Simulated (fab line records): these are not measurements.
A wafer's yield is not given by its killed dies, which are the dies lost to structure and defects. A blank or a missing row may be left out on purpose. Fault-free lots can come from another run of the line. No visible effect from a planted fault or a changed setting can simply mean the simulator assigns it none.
Struck lot and sound lot, side by side	flow ritCmos	28 out of 202 route steps
Sound: the wafers L729.1, L729.3, L729.4. Wafers L741.3, L741.4, L741.5 were the ones struck. The cause is given at the end.
Each step with rows lists, per side, the tool, then ch with its chambers, then its first start. Under that, the readings that differ: sound wafers	struck wafers	difference of the means	sigmas: that difference in standard deviations of wafers without a fault.
alike: same words and numbers on both sides, and readings whose means sit less than 2 such deviations apart. not compared: any withheld reading, any reading some wafer has no value for, any bound like >300 that may hide the same value, and any number with overlapping values for which the record gives no deviation.
A row with sigmas, a row that says differs or no value, or rows on one side alone: a step with any of these is where the two part. Numbers that don't overlap but have no deviation are shown without sigmas and don't part them. Lack of a reading on every wafer of one side parts them only where that side has two or more wafers.

RIT_ACTIVE_BOW_MEAS_00:
  sound on filmMetro-02 at day 2 06:00; struck on filmMetro-02 at day 4 18:02
  alike: INCOMING_BOW
RIT_ACTIVE_OXIDATION_01: target thk 46.8 nm, ox time 3360 s.
  sound on furnace-03 ch 0, day 2 06:07; struck on furnace-03 ch 0, day 4 19:24
reading	sound	struck	difference	sigmas
oxTimeS (s)	3360 3360 3360	1512 1512 1512	-1848	
model.SiO2_of_ACTIVE_OXIDATION_01.thkNm (nm)	46.08 46.33 46.71	28.97 29.61 28.16	-17.46	
  alike: spikeTcLoadC, tube_center_temp_C_max
RIT_ACTIVE_THK_MEAS_02:
  sound on filmMetro-02 at day 2 08:03; struck on filmMetro-03 at day 4 21:21
reading	sound	struck	difference	sigmas
ACTIVE_OXIDE_THK (nm)	46.1 46.3 46.7	29.0 29.6 28.1	-17.5	-22
then, 1 step without rows for these wafers: RIT_ACTIVE_CVD_03 (deposits Si3N4 from SiH2Cl2/NH3, target thk 150 nm, time 1500 s).
RIT_ACTIVE_THK_MEAS_04:
  sound on filmMetro-03 at day 2 09:32; struck on filmMetro-03 at day 4 22:50
  alike: ACTIVE_NITRIDE_THK
then, 6 steps without rows for these wafers: RIT_ACTIVE_HMDS_05 (prime time 60 s); RIT_ACTIVE_COAT_06 (resist thk 1000 nm); RIT_ACTIVE_SOFTBAKE_07 (time 60 s); RIT_ACTIVE_EXPOSE_08 (exposes mask M1, target cd 1400 nm); RIT_ACTIVE_PEB_09; RIT_ACTIVE_DEVELOP_10 (develop time 50 s).
RIT_ACTIVE_CD_MEAS_11: the cd target is 1400 nm.
  sound on cdSem-01 at day 2 10:34; struck on cdSem-01 at day 4 23:57
  alike: cdNm
then, 1 step without rows for these wafers: RIT_ACTIVE_HARDBAKE_12 (time 60 s).
RIT_ACTIVE_ETCH_13: etches Si3N4 in SF6, stops on SiO2, time 210 s, target depth 210 nm.
  sound on rieDiel-01 ch 0,2,3, day 2 10:50; struck on rieDiel-01 ch 0,1,2, day 5 00:11
  alike: drypumpMotorCurrentA, oesProductAu, throttleValvePct
  not compared: rfHoursCounterH
RIT_ACTIVE_STRIP_14: strips in O2, time 180 s.
  sound on plasmaAsher-03 ch 0,1, day 2 10:59; struck on plasmaAsher-04 ch 0,1, day 5 00:22
  alike: drypumpMotorCurrentA
  not compared: rfHoursCounterH
RIT_ACTIVE_CD_MEAS_90: the cd target is 1400 nm.
  sound on cdSem-01 at day 2 11:09; struck on cdSem-02 at day 5 00:32
  alike: cdNm
then, 4 steps without rows for these wafers: RIT_ACTIVE_CLEAN_15 (cleans in SC1, time 600 s); RIT_ACTIVE_CLEAN_16 (cleans in dHF, time 30 s); RIT_ACTIVE_CLEAN_17 (cleans in SC2, time 600 s); RIT_FOX1_OXIDATION_00 (target thk 350.7 nm, ox time 1130 s).
RIT_FOX1_THK_MEAS_01:
  sound on filmMetro-02 at day 2 13:46; struck on filmMetro-04 at day 5 05:11
  alike: FOX1_OXIDE_THK
then, 2 steps without rows for these wafers: RIT_FOX1_WET_ETCH_02 (etches SiO2 in BOE, target depth 350 nm, time 390 s); RIT_FOX2_OXIDATION_00 (target thk 350.7 nm, ox time 1130 s).
RIT_FOX2_THK_MEAS_01:
  sound on filmMetro-03 at day 2 15:15; struck on filmMetro-02 at day 5 08:41
  alike: FOX2_OXIDE_THK
then, 1 step without rows for these wafers: RIT_FOX2_CLEAN_02 (cleans in dHF, time 180 s).
RIT_FOX2_WET_ETCH_03: etches Si3N4 in H3PO4, target depth 195 nm, time 2700 s.
  sound on wetBench-03 ch 2, day 2 15:22; struck on wetBench-01 ch 3, day 5 08:47
reading	sound	struck	difference	sigmas
model.SiO2_of_ACTIVE_OXIDATION_01.thkNm (nm)	41.08 41.28 41.3	25.79 26.37 24.29	-15.74	
RIT_FOX2_THK_MEAS_90:
  sound on filmMetro-02 at day 2 16:08; struck on filmMetro-04 at day 5 09:34
  alike: FIELD_OXIDE_LEFT_1_THK
RIT_M1_PROBE_99:
  sound on prober-01 at day 4 06:40; struck on prober-01 at day 7 04:55
reading	sound	struck	difference	sigmas
model.etest.pldd.widthNm (nm)	3179 3163 3172	3320 3302 3322	+143	
model.etest.nldd.widthNm (nm)	3189 3171 3156	3324 3310 3318	+145	
model.etest.nplusSal.widthNm (nm)	3460 3452 3464	3576 3542 3571	+104	
model.etest.pplusSal.widthNm (nm)	3464 3442 3447	3552 3554 3564	+106	
model.etest.nmos_0p3.rOnOhmUm	2169 2132 2156	2041 2054 2055	-102	
model.etest.nmosNarrow.driveUaUm	228.5 227.7 225.1	272.6 269.6 271.3	+44.1	
model.etest.pmosNarrow.driveUaUm	99.67 100.6 99.91	122.4 122.7 124.1	+23.0	
model.etest.nmos_0p3.driveUaUm	225.6 228.1 229	239.3 241.9 239.9	+12.8	
  alike: killedAtContacts, killedAtFrontEnd, killedDies, killedOpen, killedShort

## WHERE THEY PART
Only at RIT_ACTIVE_THK_MEAS_02, within this record. Later steps at which nothing parts them and some readings are alike: RIT_ACTIVE_THK_MEAS_04, RIT_ACTIVE_CD_MEAS_11, RIT_ACTIVE_ETCH_13, RIT_ACTIVE_STRIP_14, RIT_ACTIVE_CD_MEAS_90, RIT_FOX1_THK_MEAS_01, RIT_FOX2_THK_MEAS_01, RIT_FOX2_THK_MEAS_90, RIT_M1_PROBE_99.

WHY: whatever the simulator had introduced
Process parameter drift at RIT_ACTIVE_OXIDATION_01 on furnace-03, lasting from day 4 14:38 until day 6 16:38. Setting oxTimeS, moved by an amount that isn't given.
